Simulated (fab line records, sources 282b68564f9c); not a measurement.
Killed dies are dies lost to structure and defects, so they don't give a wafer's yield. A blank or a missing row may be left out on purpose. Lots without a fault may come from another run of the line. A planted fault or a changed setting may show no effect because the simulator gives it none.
Which tool did it? | flow rit_cmos | 7 lots, 21 wafers sampled, at 3 steps of a route of 202

WHAT THE GAUGES READ, wafer by wafer
RIT_CONTACT_CD_MEAS_08: target cd 1000 nm.
lot  | measured    | on        | cd_nm (nm)
L250 | day 3 13:18 | cd_sem-02 | 999.6 997.5 998.8
L252 | day 3 20:46 | cd_sem-02 | 998.8 999.9 1000.9
L254 | day 4 06:49 | cd_sem-02 | 999.3 1000.9 998.5
L257 | day 4 20:13 | cd_sem-02 | 997.6 994.2 995.6
L259 | day 5 06:08 | cd_sem-01 | 998.9 1000.3 1000.6
L261 | day 5 15:28 | cd_sem-02 | 1004.6 1003.6 1005.3
L266 | day 6 19:07 | cd_sem-02 | 980.5 979.0 980.4

WHICH TOOL RAN EACH LOT (tool, then ch and the chambers of the sampled wafers, then the start)
lot  | RIT_CONTACT_CVD_00             | RIT_CONTACT_DEVELOP_07
L250 | pecvd-02 ch 0,1, day 3 12:05   | litho_track-04 ch 0, day 3 13:00
L252 | pecvd-04 ch 0,1,2, day 3 19:40 | litho_track-02 ch 0, day 3 20:00
L254 | pecvd-01 ch 0,2, day 4 05:34   | litho_track-04 ch 0, day 4 06:00
L257 | pecvd-01 ch 0,1,2, day 4 19:01 | litho_track-04 ch 0, day 4 19:00
L259 | pecvd-02 ch 1,2, day 5 04:56   | litho_track-03 ch 0, day 5 05:00
L261 | pecvd-04 ch 0,1,2, day 5 14:22 | litho_track-04 ch 0, day 5 15:00
L266 | pecvd-01 ch 0,2, day 6 17:52   | litho_track-03 ch 0, day 6 18:00
- RIT_CONTACT_CVD_00: deposits SiO2 from TEOS, target thk 400 nm, time 61 s.
- RIT_CONTACT_DEVELOP_07: develop time 120 s.

THE ANSWER, worked out from the rows above alone
Rule: what is usual is taken from the lots themselves. Put in order of their means at a reading, lots are off if they are a third of the lots or fewer, leave a main group of 4 or more, and stand apart from it by a gap of 3 or more times the standard deviation of the main group's means; of several such gaps the widest counts. A main group whose means are all the same, to the digits that the tables above print for the reading, isn't used. A lot without any number at a reading at which 4 lots or more have one is off too. The other lots that the step has rows for count as sound.
Off: L266, at RIT_CONTACT_CD_MEAS_08 (cd_nm). The main group: mean 999.7 nm, standard deviation 2.6.
A tool fits if, at a process step before that reading, it ran every lot that is off, and no sound lot after the first of them. The gauges at RIT_CONTACT_CD_MEAS_08 are tried like those tools. Can't be told from this: 3 tools fit, pecvd-01 at RIT_CONTACT_CVD_00, litho_track-03 at RIT_CONTACT_DEVELOP_07, cd_sem-02 at RIT_CONTACT_CD_MEAS_08.

WHAT THE SIMULATOR HAD PUT IN
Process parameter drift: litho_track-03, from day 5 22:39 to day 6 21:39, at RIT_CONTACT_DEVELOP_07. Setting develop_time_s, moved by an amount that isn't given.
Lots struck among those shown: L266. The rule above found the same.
